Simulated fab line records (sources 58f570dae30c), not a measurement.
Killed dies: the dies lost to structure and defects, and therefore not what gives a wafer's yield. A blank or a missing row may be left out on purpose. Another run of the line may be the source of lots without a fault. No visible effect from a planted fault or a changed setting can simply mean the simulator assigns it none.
Comparing a struck lot with a sound one | flow berkeley-cmos170 | 15 steps out of a route of 331
Sound: wafers L311.3, L311.4, L311.5. Wafers L320.1, L320.4, L320.5 were the ones struck. The cause is named last.
Order at every step that has rows: each side's tool, ch and its chambers, its first start. Under that, the readings that differ: sound wafers | struck wafers | difference of the means | sigmas: that difference in standard deviations of wafers without a fault.
alike: words and numbers the same on both sides, and readings whose means are apart by under 2 such deviations; not compared: readings that were withheld, readings missing a value for some wafer, numbers with overlapping values and no deviation given by the record, and bounds like >300 which may hide the same value.
A row with sigmas, a row that says differs or no value, or rows on one side alone: a step with any of these is where the two part. Non-overlapping numbers with no deviation appear without sigmas and do not part them. A reading missing from all wafers of one side parts the sides only when that side holds two or more wafers.

first, 2 steps without rows for these wafers: UCB170_GATE_ANNEAL_03 (time 1800 s); UCB170_GATE_CVD_04 (deposits poly-Si from SiH4, time 1440 s, target thk 214 nm).
UCB170_GATE_THK_MEAS_05:
  sound on film-metro-04 at day 7 20:41; struck on film-metro-04 at day 10 11:26
  alike: GATE_POLY_THK
then, 6 steps without rows for these wafers: UCB170_GATE_COAT_06; UCB170_GATE_COAT_07 (resist thk 900 nm); UCB170_GATE_SOFTBAKE_08 (time 60 s); UCB170_GATE_EXPOSE_09 (exposes mask POLY, target cd 350 nm); UCB170_GATE_PEB_10; UCB170_GATE_DEVELOP_11 (develop time 45 s).
UCB170_GATE_CD_MEAS_12 targets a cd of 350 nm.
  sound on cd-sem-01 at day 7 22:07; struck on cd-sem-01 at day 10 12:31
  alike: cd-nm
UCB170_GATE_OVL_MEAS_13:
  sound on overlay-01 at day 7 22:13; struck on overlay-02 at day 10 12:38
  alike: GATE_OVL
UCB170_GATE_ETCH_14: etches BARC in N2/H2.
  sound on rie-diel-01 ch 1,3, day 7 22:14; struck on rie-diel-02 ch 0,1, day 10 12:41
  alike: drypump-motor-current-A, oes-product-au, throttle-valve-pct
UCB170_GATE_ETCH_15: etches poly-Si in HBr/Cl2, stops on SiO2, time 56.3 s, target depth 278.2 nm.
  sound on rie-si-02 ch 0,2, day 7 22:17; struck on rie-si-02 ch 0,3, day 10 12:43
  reading                               | sound             | struck            | difference | sigmas
  oes-product-au (a.u.)                 | 0.814 0.853 0.809 | 0.942 0.941 0.948 | +0.118     | +7
  over-etch-frac                        | 0.3 0.3 0.3       | 0.06 0.06 0.06    | -0.24      |
  model.KrF_of_GATE_COAT_07.thk-nm (nm) | 777.8 767.1 774.1 | 799 797.2 796.7   | +25        |
  alike: drypump-motor-current-A, throttle-valve-pct
  not compared: rf-hours-counter-h
UCB170_GATE_STRIP_16: strips in O2.
  sound on plasma-asher-04 ch 0,1, day 7 22:22; struck on plasma-asher-02 ch 0,1, day 10 12:46
  alike: drypump-motor-current-A, oes-product-au
  not compared: rf-hours-counter-h
UCB170_M3_PROBE_99:
  sound on prober-01 at day 9 12:53; struck on prober-02 at day 12 05:40
  reading                                          | sound                        | struck                       | difference | sigmas
  model.etest.pldd.rs-ohm-sq                       | 1106 1098 1111               | 1184 1179 1178               | +75        |
  model.etest.nldd.rs-ohm-sq                       | 777.2 767.6 773.2            | 799.5 794.6 793.9            | +23.3      |
  model.etest.poly-comb-over-steps.leak-log10-a-um | -12.84 -12.74 -12.74         | -4.814 -5.622 -5.655         | +7.410     |
  model.etest.antenna-poly.vt-shift-v (V)          | -0.006812 -0.01037 -0.009804 | -0.006528 -0.003414 -0.00385 | +0.004398  |

## WHERE THEY PART
Within this record, at UCB170_GATE_ETCH_15 only. Later steps at which nothing parts them and some readings are alike: UCB170_GATE_STRIP_16.

WHY: what the simulator had put in
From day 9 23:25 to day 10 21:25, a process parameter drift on rie-si-02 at UCB170_GATE_ETCH_15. From 0.3, the setting over-etch-frac moved by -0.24.
